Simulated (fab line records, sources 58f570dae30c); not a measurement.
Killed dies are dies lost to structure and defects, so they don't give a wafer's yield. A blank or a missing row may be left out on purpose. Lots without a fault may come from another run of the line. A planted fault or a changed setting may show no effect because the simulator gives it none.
fab line records | flow berkeley_cmos170 | part 2 of 2: steps 33 to 48 of 48
record lots=5 wafers=15 last_day=10
route steps=331 shown WELLDRIVE@59 ACTIVE@60 PFIELD@79 FIELD@89 SACOX@97 SCREENOX@100 NVT@104
lots that met no fault: from a run of the same line without faults
start_h: hours from the record's first day to the start of the lot's first wafer shown | wait_h: hours since the lot's step before | " the same as in the row above | L1.1+2: a row that stands for several wafers | - no value, or no start given | * or withheld: withheld | < > ~ a bound
route shown NAME@n: a module of which the file shows steps, and the number in the route of the first | usual: mean/standard deviation of fault-free wafers | same: alike in all rows | chamber/n: place in a boat | sites: the reading at each site | _std_site: their standard deviation | _edge_site: outer sites' mean less inner sites' | radius_mm: how far each site lies from the wafer's centre | mask NAME#n: copy n | behind: the tool/chamber that last shaped the wafer | hold: why the lot was held/for how many hours/how that ended | device: the transistor (n, p or np) that didn't switch | end of line: the same wafers' tests at the end of the route | a step without rows: its recipe alone | killed: dies lost to structure and defects at the first sort, not the wafer's yield | map: a wafer's dies, x killed, . not, _ none there
set.NAME: the setting as run; set.NAME@STEP: as run at that earlier step | model.NAME: the simulator's own value behind a step, which no gauge read
lots at some steps of the route; a table a step, a row a wafer
services: from which hour (start_h, from the record's first day; less than 0 if before it) a tool's chamber was out of use, for how many hours, and why
## steps
# step UCB170_FIELD_THK_MEAS_02
# recipe reads=SiO2_of_FIELD_OXIDATION_01
# usual FIELD_OXIDE_THK=555/9.7
# columns lot.wafer tool chamber start_h wait_h FIELD_OXIDE_THK[nm]
L075.4 film_metro-04 - 86.00 0.0 562
L075.5 " - " " 560
L075.6 " - " " 558
L082.2 film_metro-01 - 122.02 0.0 541
L082.4 " - " " 546
L082.6 " - " " 551
L081.3 film_metro-04 - 122.03 0.0 561
L081.4 " - " " 558
L081.5 " - " " 572
L083.1 film_metro-04 - 135.15 0.0 559
L083.2 " - " " 558
L083.5 " - " " 554
L089.3 film_metro-01 - 156.13 0.0 537
L089.4 " - " " 535
L089.6 " - " " 543
# step UCB170_FIELD_ANNEAL_03
# recipe temp_c=1000 time_s=1200 ambient=N2
# same time_s=1200
# columns lot.wafer tool chamber start_h wait_h
L075.4+5+6 furnace-03 0 88.21 2.2
L081.3+4+5 furnace-02 0 127.61 5.6
L082.2+4+6 furnace-02 0 127.61 5.6
L083.1+2+5 furnace-03 0 137.76 2.6
L089.3+4+6 furnace-02 0 159.43 3.3
# step UCB170_FIELD_WET_ETCH_04
# recipe chemistry=dHF dilution=10:1 target=SiO2 temp_c=25 time_s=60
# same time_s=60
# columns lot.wafer tool chamber start_h wait_h
L075.4+5+6 wet_bench-04 1 90.43 0.9
L081.3+4+5 wet_bench-03 1 128.95 0.0
L082.2+4+6 wet_bench-03 2 128.95 0.0
L083.1+2+5 wet_bench-03 3 139.09 0.0
L089.3+4+6 wet_bench-02 3 160.76 0.0
# step UCB170_FIELD_WET_ETCH_05
# recipe chemistry=H3PO4 target=Si3N4 temp_c=160 time_s=12600
# same time_s=12600
# columns lot.wafer tool chamber start_h wait_h
L075.4+5+6 wet_bench-04 3 90.47 0.0
L081.3+4+5 wet_bench-04 1 128.97 0.0
L082.2+4+6 wet_bench-04 3 128.97 0.0
L083.1+2+5 wet_bench-04 2 139.11 0.0
L089.3+4+6 wet_bench-02 2 160.79 0.0
# step UCB170_FIELD_WET_ETCH_06
# recipe chemistry=BOE dilution=5:1 target=SiO2 temp_c=25 time_s=22
# same time_s=22
# columns lot.wafer tool chamber start_h wait_h
L075.4+5+6 wet_bench-04 2 94.38 0.4
L081.3+4+5 wet_bench-03 2 135.99 0.0
L082.2+4+6 wet_bench-03 3 135.99 0.0
L083.1+2+5 wet_bench-02 1 146.13 0.0
L089.3+4+6 wet_bench-04 1 164.30 0.0
# step UCB170_FIELD_THK_MEAS_90
# recipe reads=SiO2_of_FIELD_OXIDATION_01
# usual FIELD_OXIDE_LEFT_1_THK=438/9.7
# columns lot.wafer tool chamber start_h wait_h FIELD_OXIDE_LEFT_1_THK[nm]
L075.4 film_metro-01 - 94.44 0.0 445
L075.5 " - " " 442
L075.6 " - " " 441
L082.2 film_metro-02 - 136.01 0.0 425
L082.4 " - " " 431
L082.6 " - " " 436
L081.3 film_metro-04 - 136.02 0.0 444
L081.4 " - " " 441
L081.5 " - " " 455
L083.1 film_metro-04 - 146.21 0.1 442
L083.2 " - " " 440
L083.5 " - " " 435
L089.3 film_metro-02 - 164.33 0.0 420
L089.4 " - " " 418
L089.6 " - " " 425
# step UCB170_SACOX_CLEAN_00
# recipe chemistry=dHF dilution=25:1 time_s=7.5
# same time_s=7.5
# columns lot.wafer tool chamber start_h wait_h
L075.4+5+6 wet_bench-04 0 94.78 0.3
L081.3+4+5 wet_bench-04 1 136.06 0.0
L082.2+4+6 wet_bench-04 2 136.06 0.0
L083.1+2+5 wet_bench-03 2 146.38 0.2
L089.3+4+6 wet_bench-01 1 164.37 0.0
# step UCB170_SACOX_OXIDATION_01
# recipe temp_c=900 ambient=O2 target_thk_a=144 ox_time_s=2400
# columns lot.wafer tool chamber start_h wait_h
L075.4+5+6 furnace-04 0 96.65 1.9
L081.3+4+5 furnace-03 0 139.09 3.0
L082.2+4+6 furnace-03 0 139.09 3.0
L083.1+2+5 furnace-04 0 148.32 1.9
L089.3+4+6 furnace-03 0 165.62 1.2
# step UCB170_SACOX_THK_MEAS_02
# recipe reads=SiO2_of_SACOX_OXIDATION_01
# usual SACOX_OXIDE_THK=14.39/0.25
# columns lot.wafer tool chamber start_h wait_h SACOX_OXIDE_THK[nm]
L075.4 film_metro-03 - 98.40 0.1 14.87
L075.5 " - " " 14.99
L075.6 " - " " 14.84
L082.2 film_metro-03 - 140.77 0.0 14.45
L082.4 " - " " 14.66
L082.6 " - " " 14.81
L081.3 film_metro-02 - 140.78 0.0 14.36
L081.4 " - " " 14.42
L081.5 " - " " 14.52
L083.1 film_metro-03 - 149.98 0.0 14.88
L083.2 " - " " 15.20
L083.5 " - " " 14.86
L089.3 film_metro-02 - 167.31 0.0 14.18
L089.4 " - " " 14.37
L089.6 " - " " 14.24
# step UCB170_SCREENOX_WET_ETCH_00
# recipe chemistry=dHF dilution=25:1 target=SiO2 temp_c=25 time_s=200
# same time_s=200
# columns lot.wafer tool chamber start_h wait_h
L075.4+5+6 wet_bench-04 1 98.43 0.0
L081.3+4+5 wet_bench-02 3 142.78 2.0
L082.2+4+6 wet_bench-02 0 142.78 2.0
L083.1+2+5 wet_bench-04 0 150.26 0.3
L089.3+4+6 wet_bench-01 1 167.35 0.0
# step UCB170_SCREENOX_OXIDATION_01
# recipe temp_c=900 ambient=O2 target_thk_a=144 ox_time_s=2400
# columns lot.wafer tool chamber start_h wait_h
L075.4+5+6 furnace-02 0 102.01 3.5
L081.3+4+5 furnace-01 0 143.64 0.8
L082.2+4+6 furnace-01 0 143.64 0.8
L083.1+2+5 furnace-02 0 152.18 1.8
L089.3+4+6 furnace-04 0 169.27 1.9
# step UCB170_SCREENOX_THK_MEAS_02
# recipe reads=SiO2_of_SCREENOX_OXIDATION_01
# usual SCREENOX_OXIDE_THK=14.41/0.27
# columns lot.wafer tool chamber start_h wait_h SCREENOX_OXIDE_THK[nm]
L075.4 film_metro-03 - 103.71 0.0 14.04
L075.5 " - " " 14.15
L075.6 " - " " 14.08
L082.2 film_metro-03 - 145.32 0.0 14.34
L082.4 " - " " 14.50
L082.6 " - " " 14.30
L081.3 film_metro-02 - 145.33 0.0 14.61
L081.4 " - " " 14.34
L081.5 " - " " 14.83
L083.1 film_metro-03 - 153.85 0.0 14.54
L083.2 " - " " 14.64
L083.5 " - " " 14.50
L089.3 film_metro-03 - 170.98 0.0 15.19
L089.4 " - " " 14.94
L089.6 " - " " 15.25
# step UCB170_SCREENOX_ANNEAL_03
# recipe temp_c=900 time_s=900 ambient=N2
# same time_s=900
# columns lot.wafer tool chamber start_h wait_h
L075.4+5+6 furnace-04 0 104.42 0.7
L081.3+4+5 furnace-02 0 147.93 2.6
L082.2+4+6 furnace-02 0 147.93 2.6
L083.1+2+5 furnace-01 0 157.18 3.3
L089.3+4+6 furnace-01 0 173.66 2.7
# step UCB170_NVT_HMDS_00
# recipe prime_time_s=60 prime_temp_c=100
# columns lot.wafer tool chamber start_h wait_h
L075.4+5+6 litho_track-01 0 105.77 0.1
L082.2+4+6 litho_track-01 0 149.46 0.3
L081.3+4+5 litho_track-03 0 149.50 0.3
L083.1+2+5 litho_track-01 0 158.43 0.0
L089.3+4+6 litho_track-04 0 174.96 0.1
# step UCB170_NVT_COAT_01
# recipe resist=KrF spin_rpm=1500 resist_thk_nm=900
# columns lot.wafer tool chamber start_h wait_h
L075.4+5+6 litho_track-01 0 105.92 0.1
L082.2+4+6 litho_track-01 0 149.61 0.1
L081.3+4+5 litho_track-03 0 149.65 0.1
L083.1+2+5 litho_track-01 0 158.58 0.1
L089.3+4+6 litho_track-04 0 175.11 0.1
# step UCB170_NVT_SOFTBAKE_02
# recipe resist=KrF temp_c=130 time_s=60
# same time_s=60
# columns lot.wafer tool chamber start_h wait_h
L075.4+5+6 litho_track-01 0 106.07 0.1
L082.2+4+6 litho_track-01 0 149.76 0.1
L081.3+4+5 litho_track-03 0 149.80 0.1
L083.1+2+5 litho_track-01 0 158.73 0.1
L089.3+4+6 litho_track-04 0 175.26 0.1
## services
# columns tool chamber start_h hours kind
furnace-02 - 42.38 3.0 pm
implanter-04 - 54.12 0.8 repair
krf_scanner-02 - 56.07 1.0 pm
rie_diel-03 2 65.71 9.4 repair
rie_diel-02 0 72.72 9.5 repair
krf_scanner-01 - 75.90 0.8 pm
rie_diel-04 2 81.85 17.5 repair
krf_scanner-01 - 84.60 9.2 repair
implanter-04 - 91.40 5.1 pm
rie_diel-04 - 99.52 28.1 pm
rie_diel-02 2 101.59 4.0 repair
implanter-01 - 101.93 1.3 repair
krf_scanner-02 - 102.01 1.3 pm
rie_diel-03 2 118.40 7.2 repair
furnace-02 - 122.01 5.6 pm
krf_scanner-02 - 126.45 0.8 pm
wet_bench-01 - 129.15 2.5 repair
krf_scanner-02 - 138.07 2.1 repair
krf_scanner-02 - 145.07 0.1 repair
implanter-04 - 150.84 2.9 repair
krf_scanner-02 - 153.15 0.2 repair
rie_diel-03 3 154.94 2.8 repair
krf_scanner-01 - 160.39 3.6 pm
rie_diel-04 2 162.04 7.4 repair
